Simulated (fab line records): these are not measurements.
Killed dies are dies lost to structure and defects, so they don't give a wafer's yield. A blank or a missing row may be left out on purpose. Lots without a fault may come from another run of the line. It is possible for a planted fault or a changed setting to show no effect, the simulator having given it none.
fab line records :: flow berkeley-cmos170
record
  lots=14
  wafers=42
  last-day=14
route steps=331 shown V1@254
lots that met no fault: from a run of the same line without faults
start-h: hours from the record's first day to the start of the lot's first wafer shown :: wait-h: hours from the lot's prior step to this one :: " repeats the value in the row above :: L1.1+2: a single row standing in for several wafers :: - either no value or no given start :: * or withheld: withheld :: < > ~ a bound
route shown NAME@n: NAME is a module with steps in the file, n the number in the route of the first one :: usual: average and standard deviation across the fault-free wafers :: same: alike in all rows :: chamber/n: place in a boat :: sites: the reading at each site :: _std_site: standard deviation of those values :: _edge_site: the outer-site mean with the inner-site mean subtracted :: radius-mm: how far each site lies from the wafer's centre :: mask NAME#n: copy n :: behind: the tool/chamber that last shaped the wafer :: hold: what put the lot on hold/how long, in hours/how the hold closed :: device: transistor that didn't switch, given as n, p or np :: end of line: at the end of the route, the tests of the same wafers :: a step given without rows: its recipe and nothing more :: killed: dies that structure and defects cost at the first sort, which is not the same as the wafer's yield :: map: dies across one wafer; x = killed, . = not, _ = none there
set.NAME: the run value of the setting; set.NAME@STEP: its run value at that earlier step :: model.NAME: the simulator's own value behind a step, which no gauge read
a sample of lots followed through the steps of the route, with each step as a table and each wafer as a row
services: from which hour (start-h, from the record's first day; less than 0 if before it) a tool's chamber was out of use, for how many hours, and why
## steps
# step UCB170_V1_CVD_00
# recipe
  material=SiO2
  target-thk-nm=2000
  temp-c=390
  precursor=TEOS/O2
  time-s=250
  rf-w=550
  pressure-mtorr=9000
# usual
  heater-power-w=265/51
  rf-fwd-power-W=548.3/1.6
lot.wafer: L361.1
tool: pecvd-03
chamber: 2
start-h: 185.63
wait-h: 0.0
heater-power-w: 259
rf-fwd-power-W: 547.9

lot.wafer: L361.5
tool: pecvd-03
chamber: 1
start-h: 185.63
wait-h: 0.0
heater-power-w: 199
rf-fwd-power-W: 549.5

lot.wafer: L361.6
tool: pecvd-03
chamber: 0
start-h: 185.63
wait-h: 0.0
heater-power-w: 207
rf-fwd-power-W: 548.5

lot.wafer: L362.3
tool: pecvd-03
chamber: 1
start-h: 196.49
wait-h: 0.0
heater-power-w: 263
rf-fwd-power-W: 550.0

lot.wafer: L362.4
tool: pecvd-03
chamber: 1
start-h: 196.49
wait-h: 0.0
heater-power-w: 202
rf-fwd-power-W: 548.9

lot.wafer: L362.6
tool: pecvd-03
chamber: 0
start-h: 196.49
wait-h: 0.0
heater-power-w: 210
rf-fwd-power-W: 549.7

lot.wafer: L367.1
tool: pecvd-03
chamber: 0
start-h: 212.33
wait-h: 0.0
heater-power-w: 292
rf-fwd-power-W: 549.7

lot.wafer: L367.2
tool: pecvd-03
chamber: 2
start-h: 212.33
wait-h: 0.0
heater-power-w: 250
rf-fwd-power-W: 548.1

lot.wafer: L367.3
tool: pecvd-03
chamber: 1
start-h: 212.33
wait-h: 0.0
heater-power-w: 208
rf-fwd-power-W: 552.3

lot.wafer: L366.4
tool: pecvd-02
chamber: 1
start-h: 213.74
wait-h: 0.1
heater-power-w: 194
rf-fwd-power-W: 549.8

lot.wafer: L366.5
tool: pecvd-02
chamber: 0
start-h: 213.74
wait-h: 0.1
heater-power-w: 240
rf-fwd-power-W: 549.0

lot.wafer: L366.6
tool: pecvd-02
chamber: 2
start-h: 213.74
wait-h: 0.1
heater-power-w: 252
rf-fwd-power-W: 545.4

lot.wafer: L365.1
tool: pecvd-02
chamber: 1
start-h: 215.00
wait-h: 0.0
heater-power-w: 231
rf-fwd-power-W: 545.8

lot.wafer: L365.2
tool: pecvd-02
chamber: 2
start-h: 215.00
wait-h: 0.0
heater-power-w: 305
rf-fwd-power-W: 545.4

lot.wafer: L365.6
tool: pecvd-02
chamber: 2
start-h: 215.00
wait-h: 0.0
heater-power-w: 248
rf-fwd-power-W: 546.1

lot.wafer: L369.1
tool: pecvd-03
chamber: 0
start-h: 220.56
wait-h: 0.0
heater-power-w: 212
rf-fwd-power-W: 549.5

lot.wafer: L369.3
tool: pecvd-03
chamber: 1
start-h: 220.56
wait-h: 0.0
heater-power-w: 217
rf-fwd-power-W: 547.2

lot.wafer: L369.6
tool: pecvd-03
chamber: 1
start-h: 220.56
wait-h: 0.0
heater-power-w: 288
rf-fwd-power-W: 551.7

lot.wafer: L368.3
tool: pecvd-01
chamber: 2
start-h: 222.18
wait-h: 0.0
heater-power-w: 275
rf-fwd-power-W: 548.6

lot.wafer: L368.4
tool: pecvd-01
chamber: 1
start-h: 222.18
wait-h: 0.0
heater-power-w: 411
rf-fwd-power-W: 545.3

lot.wafer: L368.6
tool: pecvd-01
chamber: 0
start-h: 222.18
wait-h: 0.0
heater-power-w: 195
rf-fwd-power-W: 549.1

lot.wafer: L372.2
tool: pecvd-02
chamber: 0
start-h: 235.66
wait-h: 0.0
heater-power-w: 300
rf-fwd-power-W: 547.5

lot.wafer: L372.4
tool: pecvd-02
chamber: 1
start-h: 235.66
wait-h: 0.0
heater-power-w: 194
rf-fwd-power-W: 548.9

lot.wafer: L372.5
tool: pecvd-02
chamber: 2
start-h: 235.66
wait-h: 0.0
heater-power-w: 240
rf-fwd-power-W: 546.8

lot.wafer: L373.2
tool: pecvd-03
chamber: 2
start-h: 247.20
wait-h: 0.0
heater-power-w: 303
rf-fwd-power-W: 548.4

lot.wafer: L373.3
tool: pecvd-03
chamber: 2
start-h: 247.20
wait-h: 0.0
heater-power-w: 229
rf-fwd-power-W: 546.9

lot.wafer: L373.5
tool: pecvd-03
chamber: 2
start-h: 247.20
wait-h: 0.0
heater-power-w: 309
rf-fwd-power-W: 548.2

lot.wafer: L375.2
tool: pecvd-03
chamber: 0
start-h: 261.37
wait-h: 0.0
heater-power-w: 209
rf-fwd-power-W: 550.1

lot.wafer: L375.3
tool: pecvd-03
chamber: 2
start-h: 261.37
wait-h: 0.0
heater-power-w: 308
rf-fwd-power-W: 483.0

lot.wafer: L375.4
tool: pecvd-03
chamber: 0
start-h: 261.37
wait-h: 0.0
heater-power-w: 284
rf-fwd-power-W: 550.8

lot.wafer: L377.1
tool: pecvd-03
chamber: 2
start-h: 270.73
wait-h: 0.0
heater-power-w: 250
rf-fwd-power-W: 483.1

lot.wafer: L377.3
tool: pecvd-03
chamber: 0
start-h: 270.73
wait-h: 0.0
heater-power-w: 248
rf-fwd-power-W: 549.6

lot.wafer: L377.6
tool: pecvd-03
chamber: 0
start-h: 270.73
wait-h: 0.0
heater-power-w: 300
rf-fwd-power-W: 550.0

lot.wafer: L380.2
tool: pecvd-01
chamber: 0
start-h: 287.44
wait-h: 0.0
heater-power-w: 258
rf-fwd-power-W: 548.1

lot.wafer: L380.4
tool: pecvd-01
chamber: 0
start-h: 287.44
wait-h: 0.0
heater-power-w: 185
rf-fwd-power-W: 544.6

lot.wafer: L380.5
tool: pecvd-01
chamber: 1
start-h: 287.44
wait-h: 0.0
heater-power-w: 303
rf-fwd-power-W: 547.6

lot.wafer: L382.1
tool: pecvd-02
chamber: 1
start-h: 306.01
wait-h: 0.0
heater-power-w: 264
rf-fwd-power-W: 550.2

lot.wafer: L382.3
tool: pecvd-02
chamber: 2
start-h: 306.01
wait-h: 0.0
heater-power-w: 332
rf-fwd-power-W: 550.4

lot.wafer: L382.5
tool: pecvd-02
chamber: 1
start-h: 306.01
wait-h: 0.0
heater-power-w: 195
rf-fwd-power-W: 549.4

lot.wafer: L384.1
tool: pecvd-02
chamber: 1
start-h: 308.67
wait-h: 0.0
heater-power-w: 246
rf-fwd-power-W: 549.4

lot.wafer: L384.3
tool: pecvd-02
chamber: 2
start-h: 308.67
wait-h: 0.0
heater-power-w: 358
rf-fwd-power-W: 547.6

lot.wafer: L384.5
tool: pecvd-02
chamber: 2
start-h: 308.67
wait-h: 0.0
heater-power-w: 246
rf-fwd-power-W: 545.7
# step UCB170_V1_THK_MEAS_01
# recipe
  reads=SiO2_of_V1_CVD_00
# usual
  V1_TEOS_THK=2001/28
lot.wafer: L361.1
tool: film-metro-03
chamber: -
start-h: 185.78
wait-h: 0.1
V1_TEOS_THK[nm]: 1979

lot.wafer: L361.5
tool: film-metro-03
chamber: -
start-h: 185.78
wait-h: 0.1
V1_TEOS_THK[nm]: 1985

lot.wafer: L361.6
tool: film-metro-03
chamber: -
start-h: 185.78
wait-h: 0.1
V1_TEOS_THK[nm]: 1998

lot.wafer: L362.3
tool: film-metro-04
chamber: -
start-h: 196.66
wait-h: 0.1
V1_TEOS_THK[nm]: 1982

lot.wafer: L362.4
tool: film-metro-04
chamber: -
start-h: 196.66
wait-h: 0.1
V1_TEOS_THK[nm]: 2010

lot.wafer: L362.6
tool: film-metro-04
chamber: -
start-h: 196.66
wait-h: 0.1
V1_TEOS_THK[nm]: 2021

lot.wafer: L367.1
tool: film-metro-01
chamber: -
start-h: 212.49
wait-h: 0.1
V1_TEOS_THK[nm]: 1922

lot.wafer: L367.2
tool: film-metro-01
chamber: -
start-h: 212.49
wait-h: 0.1
V1_TEOS_THK[nm]: 1955

lot.wafer: L367.3
tool: film-metro-01
chamber: -
start-h: 212.49
wait-h: 0.1
V1_TEOS_THK[nm]: 1915

lot.wafer: L366.4
tool: film-metro-03
chamber: -
start-h: 213.85
wait-h: 0.0
V1_TEOS_THK[nm]: 1999

lot.wafer: L366.5
tool: film-metro-03
chamber: -
start-h: 213.85
wait-h: 0.0
V1_TEOS_THK[nm]: 2013

lot.wafer: L366.6
tool: film-metro-03
chamber: -
start-h: 213.85
wait-h: 0.0
V1_TEOS_THK[nm]: 2026

lot.wafer: L365.1
tool: film-metro-01
chamber: -
start-h: 215.15
wait-h: 0.1
V1_TEOS_THK[nm]: 1987

lot.wafer: L365.2
tool: film-metro-01
chamber: -
start-h: 215.15
wait-h: 0.1
V1_TEOS_THK[nm]: 1970

lot.wafer: L365.6
tool: film-metro-01
chamber: -
start-h: 215.15
wait-h: 0.1
V1_TEOS_THK[nm]: 2004

lot.wafer: L369.1
tool: film-metro-03
chamber: -
start-h: 220.71
wait-h: 0.1
V1_TEOS_THK[nm]: 1955

lot.wafer: L369.3
tool: film-metro-03
chamber: -
start-h: 220.71
wait-h: 0.1
V1_TEOS_THK[nm]: 1940

lot.wafer: L369.6
tool: film-metro-03
chamber: -
start-h: 220.71
wait-h: 0.1
V1_TEOS_THK[nm]: 2001

lot.wafer: L368.3
tool: film-metro-01
chamber: -
start-h: 222.36
wait-h: 0.1
V1_TEOS_THK[nm]: 1998

lot.wafer: L368.4
tool: film-metro-01
chamber: -
start-h: 222.36
wait-h: 0.1
V1_TEOS_THK[nm]: 1994

lot.wafer: L368.6
tool: film-metro-01
chamber: -
start-h: 222.36
wait-h: 0.1
V1_TEOS_THK[nm]: 2030

lot.wafer: L372.2
tool: film-metro-01
chamber: -
start-h: 235.83
wait-h: 0.1
V1_TEOS_THK[nm]: 2004

lot.wafer: L372.4
tool: film-metro-01
chamber: -
start-h: 235.83
wait-h: 0.1
V1_TEOS_THK[nm]: 2006

lot.wafer: L372.5
tool: film-metro-01
chamber: -
start-h: 235.83
wait-h: 0.1
V1_TEOS_THK[nm]: 2035

lot.wafer: L373.2
tool: film-metro-04
chamber: -
start-h: 247.44
wait-h: 0.2
V1_TEOS_THK[nm]: 2007

lot.wafer: L373.3
tool: film-metro-04
chamber: -
start-h: 247.44
wait-h: 0.2
V1_TEOS_THK[nm]: 2021

lot.wafer: L373.5
tool: film-metro-04
chamber: -
start-h: 247.44
wait-h: 0.2
V1_TEOS_THK[nm]: 2037

lot.wafer: L375.2
tool: film-metro-03
chamber: -
start-h: 261.53
wait-h: 0.1
V1_TEOS_THK[nm]: 1978

lot.wafer: L375.3
tool: film-metro-03
chamber: -
start-h: 261.53
wait-h: 0.1
V1_TEOS_THK[nm]: 1904

lot.wafer: L375.4
tool: film-metro-03
chamber: -
start-h: 261.53
wait-h: 0.1
V1_TEOS_THK[nm]: 1979

lot.wafer: L377.1
tool: film-metro-03
chamber: -
start-h: 270.89
wait-h: 0.1
V1_TEOS_THK[nm]: 1935

lot.wafer: L377.3
tool: film-metro-03
chamber: -
start-h: 270.89
wait-h: 0.1
V1_TEOS_THK[nm]: 1990

lot.wafer: L377.6
tool: film-metro-03
chamber: -
start-h: 270.89
wait-h: 0.1
V1_TEOS_THK[nm]: 2036

lot.wafer: L380.2
tool: film-metro-04
chamber: -
start-h: 287.65
wait-h: 0.1
V1_TEOS_THK[nm]: 1997

lot.wafer: L380.4
tool: film-metro-04
chamber: -
start-h: 287.65
wait-h: 0.1
V1_TEOS_THK[nm]: 2035

lot.wafer: L380.5
tool: film-metro-04
chamber: -
start-h: 287.65
wait-h: 0.1
V1_TEOS_THK[nm]: 2057

lot.wafer: L382.1
tool: film-metro-03
chamber: -
start-h: 306.16
wait-h: 0.1
V1_TEOS_THK[nm]: 1980

lot.wafer: L382.3
tool: film-metro-03
chamber: -
start-h: 306.16
wait-h: 0.1
V1_TEOS_THK[nm]: 2017

lot.wafer: L382.5
tool: film-metro-03
chamber: -
start-h: 306.16
wait-h: 0.1
V1_TEOS_THK[nm]: 2040

lot.wafer: L384.1
tool: film-metro-01
chamber: -
start-h: 308.83
wait-h: 0.1
V1_TEOS_THK[nm]: 1965

lot.wafer: L384.3
tool: film-metro-01
chamber: -
start-h: 308.83
wait-h: 0.1
V1_TEOS_THK[nm]: 1963

lot.wafer: L384.5
tool: film-metro-01
chamber: -
start-h: 308.83
wait-h: 0.1
V1_TEOS_THK[nm]: 1988
## services
tool: pecvd-02
chamber: 2
start-h: 163.25
hours: 4.3
kind: repair

tool: pecvd-03
chamber: -
start-h: 167.18
hours: 2.6
kind: repair

tool: pecvd-02
chamber: 0
start-h: 186.31
hours: 19.8
kind: repair

tool: pecvd-02
chamber: -
start-h: 189.43
hours: 0.9
kind: repair

tool: pecvd-03
chamber: -
start-h: 228.62
hours: 2.8
kind: pm

tool: pecvd-01
chamber: -
start-h: 242.50
hours: 14.0
kind: pm

tool: pecvd-01
chamber: 0
start-h: 242.50
hours: 14.0
kind: vent-cycle

tool: pecvd-01
chamber: 1
start-h: 242.50
hours: 14.0
kind: vent-cycle

tool: pecvd-01
chamber: 2
start-h: 242.50
hours: 14.0
kind: vent-cycle

tool: pecvd-03
chamber: 0
start-h: 245.98
hours: 4.8
kind: repair

tool: pecvd-03
chamber: -
start-h: 256.40
hours: 0.6
kind: repair

tool: pecvd-01
chamber: 0
start-h: 256.50
hours: -
kind: clean

tool: pecvd-01
chamber: 1
start-h: 256.50
hours: -
kind: clean

tool: pecvd-01
chamber: 2
start-h: 256.50
hours: -
kind: clean
## key
first-sign
  step=UCB170_V1_CVD_00
  reading=rf-fwd-power-W
  direction=down
  sigmas=41
  usual=548.3
  struck=483.1
effect
  step=UCB170_V1_THK_MEAS_01
  reading=V1_TEOS_THK
  direction=down
  sigmas=2.9
  usual=2001
  struck=1919
met-at UCB170_V1_CVD_00
struck-lots L375,L377
struck-wafers L375.3,L377.1
onset-between 247.20 261.37
fault
  kind=process-parameter-drift
  tool=pecvd-03
  chamber=2
  onset-h=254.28
  steps=UCB170_V1_CVD_00
  channel=rf-w
  offset=-66
  shape=step
  end-h=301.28
  acts-in=these-recipes-only
  stated=550
